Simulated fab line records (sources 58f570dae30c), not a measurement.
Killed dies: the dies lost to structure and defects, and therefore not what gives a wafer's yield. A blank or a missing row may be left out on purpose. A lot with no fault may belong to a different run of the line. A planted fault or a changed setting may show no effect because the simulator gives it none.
The tool behind it: which one? :: flow berkeley-cmos170 :: 13 lots with 39 wafers sampled at 3 steps, on a route of 331 steps

WHAT EACH GAUGE READ, for each wafer
UCB170_SDANNEAL_RS_MEAS_05: measures by four-point-probe.
lot: L515
measured: day 7 22:21
on: film-metro-02
NLDD_RS (ohm/sq): 617.0 617.6 617.5

lot: L516
measured: day 8 13:55
on: film-metro-03
NLDD_RS (ohm/sq): 617.3 620.9 619.2

lot: L517
measured: day 8 13:40
on: film-metro-02
NLDD_RS (ohm/sq): 617.6 615.8 616.3

lot: L518
measured: day 9 06:43
on: film-metro-01
NLDD_RS (ohm/sq): 618.8 616.9 616.8

lot: L519
measured: day 9 06:21
on: film-metro-03
NLDD_RS (ohm/sq): 617.2 616.6 616.9

lot: L522
measured: day 9 06:44
on: film-metro-02
NLDD_RS (ohm/sq): 618.7 618.7 618.2

lot: L523
measured: day 9 08:18
on: film-metro-03
NLDD_RS (ohm/sq): 616.3 616.8 615.7

lot: L527
measured: day 10 09:28
on: film-metro-03
NLDD_RS (ohm/sq): 617.1 615.9 616.5

lot: L528
measured: day 10 23:47
on: film-metro-03
NLDD_RS (ohm/sq): 617.1 616.3 616.5

lot: L534
measured: day 11 19:09
on: film-metro-01
NLDD_RS (ohm/sq): 616.6 617.0 616.8

lot: L535
measured: day 12 11:26
on: film-metro-03
NLDD_RS (ohm/sq): 615.5 616.1 616.9

lot: L536
measured: day 12 11:13
on: film-metro-02
NLDD_RS (ohm/sq): 617.0 619.3 618.9

lot: L537
measured: day 12 10:55
on: film-metro-03
NLDD_RS (ohm/sq): 618.5 616.2 618.0

UCB170_M1_OVL_MEAS_10.
lot: L515
measured: day 8 06:14
on: overlay-02
M1_OVL (nm): 2 2 0

lot: L516
measured: day 8 22:14
on: overlay-01
M1_OVL (nm): -7 -2 -2

lot: L517
measured: day 8 22:05
on: overlay-02
M1_OVL (nm): -12 -11 -7

lot: L518
measured: day 9 15:15
on: overlay-01
M1_OVL (nm): -6 -6 0

lot: L519
measured: day 9 15:10
on: overlay-01
M1_OVL (nm): -2 -1 3

lot: L522
measured: day 9 15:22
on: overlay-01
M1_OVL (nm): 1 1 5

lot: L523
measured: day 9 16:10
on: overlay-02
M1_OVL (nm): -7 0 -3

lot: L527
measured: day 10 16:16
on: overlay-01
M1_OVL (nm): -1 -2 -2

lot: L528
measured: day 11 09:06
on: overlay-01
M1_OVL (nm): -3 -5 1

lot: L534
measured: day 12 05:06
on: overlay-02
M1_OVL (nm): -13 -2 -6

lot: L535
measured: day 12 20:54
on: overlay-01
M1_OVL (nm): 7 0 2

lot: L536
measured: day 12 20:44
on: overlay-01
M1_OVL (nm): 3 3 0

lot: L537
measured: day 12 20:37
on: overlay-01
M1_OVL (nm): 2 0 1

TOOL THAT RAN EACH LOT (tool first, then ch and the chambers of the sampled wafers, then the start)
lot: L515
UCB170_SPACER_ETCHBACK_03: rie-diel-03 ch 0,1,3, day 7 15:51

lot: L516
UCB170_SPACER_ETCHBACK_03: rie-diel-03 ch 2,3, day 8 05:50

lot: L517
UCB170_SPACER_ETCHBACK_03: rie-diel-04 ch 0,2, day 8 05:50

lot: L518
UCB170_SPACER_ETCHBACK_03: rie-diel-04 ch 0,2, day 9 00:50

lot: L519
UCB170_SPACER_ETCHBACK_03: rie-diel-03 ch 0,2,3, day 9 00:50

lot: L522
UCB170_SPACER_ETCHBACK_03: rie-diel-02 ch 0,2,3, day 9 00:50

lot: L523
UCB170_SPACER_ETCHBACK_03: rie-diel-03 ch 0,1,3, day 9 00:55

lot: L527
UCB170_SPACER_ETCHBACK_03: rie-diel-04 ch 0,1, day 10 02:01

lot: L528
UCB170_SPACER_ETCHBACK_03: rie-diel-03 ch 0,1,3, day 10 14:40

lot: L534
UCB170_SPACER_ETCHBACK_03: rie-diel-04 ch 1,2,3, day 11 13:11

lot: L535
UCB170_SPACER_ETCHBACK_03: rie-diel-02 ch 0,2,3, day 12 01:26

lot: L536
UCB170_SPACER_ETCHBACK_03: rie-diel-04 ch 1,2,3, day 12 01:26

lot: L537
UCB170_SPACER_ETCHBACK_03: rie-diel-03 ch 0,1,3, day 12 01:26
- UCB170_SPACER_ETCHBACK_03: etches SiO2 in CHF3/CF4/Ar, stops on Si, target depth 376 nm, time 100 s.

AS READ BY THE TOOLS THEMSELVES (means over the sampled wafers that have a number; for cases with no such wafer, the mark the record gives instead)
UCB170_SPACER_ETCHBACK_03.
lot: L515
tool: rie-diel-03
drypump-motor-current-A (A): 5.8
oes-product-au (a.u.): 0.888
throttle-valve-pct (%): 6.46

lot: L516
tool: rie-diel-03
drypump-motor-current-A (A): 5.6
oes-product-au (a.u.): 0.923
throttle-valve-pct (%): 6.30

lot: L517
tool: rie-diel-04
drypump-motor-current-A (A): 5.9
oes-product-au (a.u.): 0.902
throttle-valve-pct (%): 6.49

lot: L518
tool: rie-diel-04
drypump-motor-current-A (A): 6.2
oes-product-au (a.u.): 0.920
throttle-valve-pct (%): 6.39

lot: L519
tool: rie-diel-03
drypump-motor-current-A (A): 5.7
oes-product-au (a.u.): 0.906
throttle-valve-pct (%): 6.35

lot: L522
tool: rie-diel-02
drypump-motor-current-A (A): 6.1
oes-product-au (a.u.): 0.889
throttle-valve-pct (%): 6.53

lot: L523
tool: rie-diel-03
drypump-motor-current-A (A): 5.8
oes-product-au (a.u.): 0.901
throttle-valve-pct (%): 6.45

lot: L527
tool: rie-diel-04
drypump-motor-current-A (A): 6.0
oes-product-au (a.u.): 0.910
throttle-valve-pct (%): 6.32

lot: L528
tool: rie-diel-03
drypump-motor-current-A (A): 5.8
oes-product-au (a.u.): 0.900
throttle-valve-pct (%): 6.45

lot: L534
tool: rie-diel-04
drypump-motor-current-A (A): 5.6
oes-product-au (a.u.): 0.894
throttle-valve-pct (%): 6.50

lot: L535
tool: rie-diel-02
drypump-motor-current-A (A): 6.1
oes-product-au (a.u.): 0.899
throttle-valve-pct (%): 6.53

lot: L536
tool: rie-diel-04
drypump-motor-current-A (A): 5.6
oes-product-au (a.u.): 0.904
throttle-valve-pct (%): 6.50

lot: L537
tool: rie-diel-03
drypump-motor-current-A (A): 5.8
oes-product-au (a.u.): 0.904
throttle-valve-pct (%): 6.46

THE ANSWER, worked out from the rows above alone
Rule: the lots themselves supply what counts as usual. The widest of any qualifying gaps counts: lots, ordered by their means at a reading, are off when they make up no more than a third of the lots, leave a main group of 4 or more, and stand apart from it by 3 or more times the standard deviation of that group's means. A main group whose means are all the same, to the digits that the tables above print for the reading, isn't used. Also off: a lot with no number at a reading for which 4 or more lots have one. Any other lot the step has rows for is counted as sound. After the gauges, taken in route order, come the tools' own readings; for these a lot's mean is taken, as printed above. At the first step where some lot is off, the reading lying furthest off is the one used; lots without a number count as furthest.
No lot is off on any of the readings shown, so nothing can be concluded from this.

WHAT THE SIMULATOR HAD INSERTED
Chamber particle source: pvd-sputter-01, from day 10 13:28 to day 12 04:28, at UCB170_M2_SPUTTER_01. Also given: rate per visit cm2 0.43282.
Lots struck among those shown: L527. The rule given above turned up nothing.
